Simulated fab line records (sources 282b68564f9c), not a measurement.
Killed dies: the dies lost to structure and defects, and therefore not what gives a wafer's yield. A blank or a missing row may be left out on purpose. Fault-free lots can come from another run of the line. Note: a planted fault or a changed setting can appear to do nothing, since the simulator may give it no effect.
8D (eight disciplines) problem report, filled in by code | flow rit cmos | the parts of the form that need people (team, actions taken, sign-off) are left out

== 1. WHAT WENT WRONG ==
On 2 wafers of 1 lot, rf fwd power W at RIT_SPACER_ETCHBACK_05 has a mean of 289.2 W; fault-free wafers read 249.3 W, standard deviation 0.72. Measured from the usual mean, that is +55 standard deviations.
The step: etches Si3N4 in SF6/CHF3, stops on SiO2, target depth 250 nm, time 240 s.
Earliest sighting: wafer L223.3 on rie diel-04 at day 4 06:29. The record has a number at this step for 15 wafers belonging to 5 lots. Rule for "out", or "out of limits": more than 4 standard deviations from the usual mean. The other wafers with a number count as sound.

== 2. WHAT IT IS; WHAT IT IS NOT ==
question                    | is               | is not
which readings at this step | rf fwd power W   | drypump motor current A, oes product au, throttle valve pct
which lots                  | L223             | L217, L219, L235, L237
which wafers of those lots  | L223.3, L223.5   | L223.2
read on which tools         | rie diel-04      | rie diel-03
when                        | from day 4 06:29 | up to then (7 sound wafers); but 6 sound wafers of L235, L237 came after

== 3. THE SUSPECTS, EACH WITH WHAT RULES IT OUT ==
Counting: if a tool at a process step up to the reading ran every lot that is out, it stays a suspect. Sound lots after the first of them don't rule it out here, since some wafers of a struck lot are sound.
- plasma asher-03 at RIT_PLDD_STRIP_09 (strips in O2, time 180 s): kept. L223, the lot that is out, went through it at day 4 03:54; up to then, the latest sound lot through it was L217 at day 2 20:29.
- rie diel-04 at RIT_SPACER_ETCHBACK_05 (etches Si3N4 in SF6/CHF3, stops on SiO2, target depth 250 nm, time 240 s): kept. L223, the lot that is out, went through it at day 4 06:29; up to then, the latest sound lot through it was L219 at day 3 09:57. Its own readings are out on those wafers: rf fwd power W.
- The sound lot-mates ran in chamber 0 of rie diel-04 at RIT_SPACER_ETCHBACK_05, but the wafers that are out ran in chamber 2.
What counting leaves: plasma asher-03 at RIT_PLDD_STRIP_09 and rie diel-04 at RIT_SPACER_ETCHBACK_05.

== 4. THE CAUSE (what the simulator had put in) ==
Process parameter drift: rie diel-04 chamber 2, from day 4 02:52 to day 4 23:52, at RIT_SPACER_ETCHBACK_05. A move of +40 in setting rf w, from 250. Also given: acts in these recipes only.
Counting left 2 suspects, and this tool is among them.

== 5. SEQUENCE OF EFFECTS, ordered by route ==
Each row: a reading whose mean over the struck wafers that have a number lies more than 3 standard deviations from the usual. Only readings for which the record gives a usual standard deviation are gone through. hours: the time from each lot's start at the first step in this table that gives one to its start at this step, as a median over the lots. sigmas: the change in usual standard deviations.
hours | step                   | reading        | usual   | on struck wafers | change | sigmas
0     | RIT_SPACER_ETCHBACK_05 | rf fwd power W | 249.3 W | 289.2            | +39.9  | +55
Here are the process steps it includes:
- RIT_SPACER_ETCHBACK_05: etches Si3N4 in SF6/CHF3, stops on SiO2, target depth 250 nm, time 240 s.
At these later measuring or inspecting steps, every struck wafer for which the step has a row has a number for every such reading, and none has moved that far: RIT_NSD_OVL_MEAS_06, RIT_NSD_TW_MEAS_10, RIT_PSD_OVL_MEAS_06, RIT_PSD_TW_MEAS_10, RIT_SDANNEAL_RS_MEAS_04, RIT_SDANNEAL_RS_MEAS_05, RIT_SDANNEAL_RS_MEAS_06.

== 6. WHAT WOULD HAVE CAUGHT IT SOONER ==
The fault began at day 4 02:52; the first out-of-limits reading in this record came at day 4 06:29, 4 hours later.
